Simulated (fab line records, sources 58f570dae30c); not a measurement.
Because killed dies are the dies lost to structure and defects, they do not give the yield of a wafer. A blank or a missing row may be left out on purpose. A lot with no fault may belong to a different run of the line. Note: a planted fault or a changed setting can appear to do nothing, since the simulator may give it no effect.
Tool commonality check -- flow berkeley_cmos170 -- 11 lots and 33 wafers in the sample

== WHY IT WAS OPENED ==
Of 11 lots, 1 have the reading NWELL_NITRIDE_THK flagged at UCB170_NWELL_THK_MEAS_05. No-fault wafers: 222.5 nm, standard deviation 2.2.
Rule: a lot gets a flag if all its wafers with a number sit over 4 standard deviations from that mean, or if no wafer of it has a number. All remaining lots are regarded as sound.

lot,measured,on,"NWELL_NITRIDE_THK (nm), wafer by wafer",flag
L989,day 2 02:27,film_metro-02,220.4 219.1 219.7,
L990,day 2 10:00,film_metro-04,223.9 223.6 225.8,
L991,day 2 13:08,film_metro-03,224.8 223.9 225.3,
L992,day 2 17:05,film_metro-02,224.1 224.7 225.4,
L993,day 2 22:23,film_metro-03,224.5 225.6 227.4,
L994,day 3 05:16,film_metro-04,95.4 94.9 97.0,FLAGGED
L995,day 3 09:41,film_metro-04,220.7 221.4 222.5,
L996,day 3 15:40,film_metro-02,221.0 220.9 220.9,
L110,day 6 22:04,film_metro-04,225.5 224.4 224.3,
L111,day 6 22:04,film_metro-03,224.5 224.9 224.9,
L112,day 7 02:04,film_metro-04,220.3 219.2 221.5,
Average over the flagged lots: 95.8 nm; offset from the usual -126.7 nm, equal to -58 standard deviations.

== WHICH TOOL RAN EACH LOT ==
The record keeps 1 process step preceding the reading, out of 331 steps on the route. In each cell: the tool, then ch and the chambers that the sampled wafers went through, then the start.
lot,flag,UCB170_NWELL_CVD_04
L989,,"lpcvd-02 ch 1, day 2 00:31"
L990,,"lpcvd-02 ch 1, day 2 08:04"
L991,,"lpcvd-02 ch 0, day 2 11:13"
L992,,"lpcvd-01 ch 1, day 2 15:08"
L993,,"lpcvd-01 ch 1, day 2 20:27"
L994,FLAGGED,"lpcvd-01 ch 0, day 3 03:20"
L995,,"lpcvd-02 ch 0, day 3 07:46"
L996,,"lpcvd-02 ch 0, day 3 13:44"
L110,,"lpcvd-01 ch 1, day 6 20:08"
L111,,"lpcvd-01 ch 1, day 6 20:08"
L112,,"lpcvd-02 ch 1, day 7 00:07"
These steps, and what they do:
- UCB170_NWELL_CVD_04: deposits Si3N4 from SiH2Cl2/NH3, target thk 224 nm, time 3360 s.
- UCB170_NWELL_THK_MEAS_05

== FLAGGED AGAINST TOTAL, ONE TOOL AT A TIME (gauges that did the reading follow at the end) ==
step,tool,lots run,flagged,share of the flagged lots,sound lots run after its first flagged lot
UCB170_NWELL_CVD_04,lpcvd-01,5,1,all,"2 (L110,L111)"
UCB170_NWELL_CVD_04,lpcvd-02,6,0,none,-
UCB170_NWELL_THK_MEAS_05,film_metro-02,3,0,none,-
UCB170_NWELL_THK_MEAS_05,film_metro-03,3,0,none,-
UCB170_NWELL_THK_MEAS_05,film_metro-04,5,1,all,"3 (L995,L110,L112)"

== WHAT IS ALLOWED BY THE TABLE ==
Table rows that saw every flagged lot: 2, namely lpcvd-01 at UCB170_NWELL_CVD_04 and film_metro-04 at UCB170_NWELL_THK_MEAS_05.
- lpcvd-01 at UCB170_NWELL_CVD_04: 1 of its 5 lots flagged. After the first flagged lot (L110, L111), sound lots still ran on it; a lasting fault on the whole tool would not permit that.
- film_metro-04 at UCB170_NWELL_THK_MEAS_05: 1 of its 5 lots flagged. After the first flagged lot (L995, L110, L112), sound lots still ran on it; a lasting fault on the whole tool would not permit that.
There is no row in the table that ran each flagged lot and no sound lot after the first.

== WHAT THE SIMULATOR PUT IN ==
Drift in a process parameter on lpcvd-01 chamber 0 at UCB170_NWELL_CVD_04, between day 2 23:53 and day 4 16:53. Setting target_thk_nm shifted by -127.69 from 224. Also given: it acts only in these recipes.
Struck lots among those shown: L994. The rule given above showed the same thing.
